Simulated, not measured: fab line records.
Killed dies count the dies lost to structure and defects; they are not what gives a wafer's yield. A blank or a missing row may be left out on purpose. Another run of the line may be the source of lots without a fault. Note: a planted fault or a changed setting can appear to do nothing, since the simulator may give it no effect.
A lot that was struck, set against a sound lot :: flow ritCmos :: 16 out of 202 route steps
Sound: the wafers L965.2, L965.3, L965.5. Wafers L976.1, L976.2, L976.3 were the ones struck. The cause comes at the end.
Per side, at each step with rows, come the tool, then ch with its chambers, and then its first start. Under that, the readings that differ: sound wafers :: struck wafers :: difference of the means :: sigmas: that difference in standard deviations of wafers without a fault.
alike: readings with means less than 2 such deviations apart, plus words and numbers identical on both sides. not compared: withheld readings, readings lacking a value on some wafer, bounds such as >300 that could conceal the same value, and numbers that have no deviation in the record and whose values overlap.
The two part at a step that has a row with sigmas, a row that says differs or no value, or rows on one side only. Numbers that have no deviation but don't overlap get no sigmas and don't part them. Lack of a reading on every wafer of one side parts them only where that side has two or more wafers.

first, 2 steps without rows for these wafers: RIT_NLDD_HARDBAKE_07 (time 60 s); RIT_NLDD_IMPLANT_08.
RIT_NLDD_STRIP_09: strips in O2, time 180 s.
  sound on plasmaAsher-04 ch 0,1, day 4 09:19; struck on plasmaAsher-04 ch 0,1, day 6 13:18
  alike: drypumpMotorCurrentA
  not compared: rfHoursCounterH
RIT_NLDD_TW_MEAS_10:
  struck on filmMetro-01, day 6 13:28; sound on filmMetro-01, day 4 09:31
reading: NLDD_TW
sound: 2532 2524 2530
struck: 2514 2506 2500
difference: -22
sigmas: -2
then, 6 steps without rows for these wafers: RIT_PLDD_HMDS_00 (prime time 60 s); RIT_PLDD_COAT_01 (resist thk 1000 nm); RIT_PLDD_SOFTBAKE_02 (time 60 s); RIT_PLDD_EXPOSE_03 (exposes mask M8, target cd 40900 nm); RIT_PLDD_PEB_04; RIT_PLDD_DEVELOP_05 (develop time 50 s).
RIT_PLDD_OVL_MEAS_06:
  struck on overlay-01, day 6 14:23; sound on overlay-02, day 4 10:34
  alike: PLDD_OVL
then, 1 step without rows for these wafers: RIT_PLDD_HARDBAKE_07 (time 60 s).
RIT_PLDD_IMPLANT_08:
  sound on implanter-01 ch 0, day 4 10:46; struck on implanter-01 ch 0, day 6 14:34
reading: doseIonsCm2
sound: 8.998e+14 9.006e+14 8.992e+14
struck: 2.696e+14 2.7e+14 2.718e+14
difference: -6.294e+14
sigmas: -99 or more

reading: endStationPressureTorr (Torr)
sound: 7.5e-06 7.4e-06 7.3e-06
struck: 5.8e-06 5.7e-06 5.9e-06
difference: -1.6e-06
sigmas: -5

reading: faradayCurrentUA
sound: 2719 2809 2884
struck: 877 852 849
difference: -1945
sigmas: -34
RIT_PLDD_STRIP_09: strips in O2, time 180 s.
  sound on plasmaAsher-04 ch 1, day 4 10:54; struck on plasmaAsher-04 ch 0,1, day 6 14:43
  alike: drypumpMotorCurrentA
  not compared: rfHoursCounterH
RIT_PLDD_TW_MEAS_10:
  struck on filmMetro-01, day 6 15:07; sound on filmMetro-02, day 4 11:05
reading: PLDD_TW
sound: 2358 2366 2358
struck: 1687 1682 1680
difference: -678
sigmas: -62
  not compared: hold
RIT_M1_PROBE_99:
  sound wafers here have rows in the record (prober-02, day 5 01:01); struck ones have none

WHERE THEY PART
Earliest at RIT_NLDD_TW_MEAS_10; latest, in this record, at RIT_M1_PROBE_99.

WHY: what had been put in by the simulator
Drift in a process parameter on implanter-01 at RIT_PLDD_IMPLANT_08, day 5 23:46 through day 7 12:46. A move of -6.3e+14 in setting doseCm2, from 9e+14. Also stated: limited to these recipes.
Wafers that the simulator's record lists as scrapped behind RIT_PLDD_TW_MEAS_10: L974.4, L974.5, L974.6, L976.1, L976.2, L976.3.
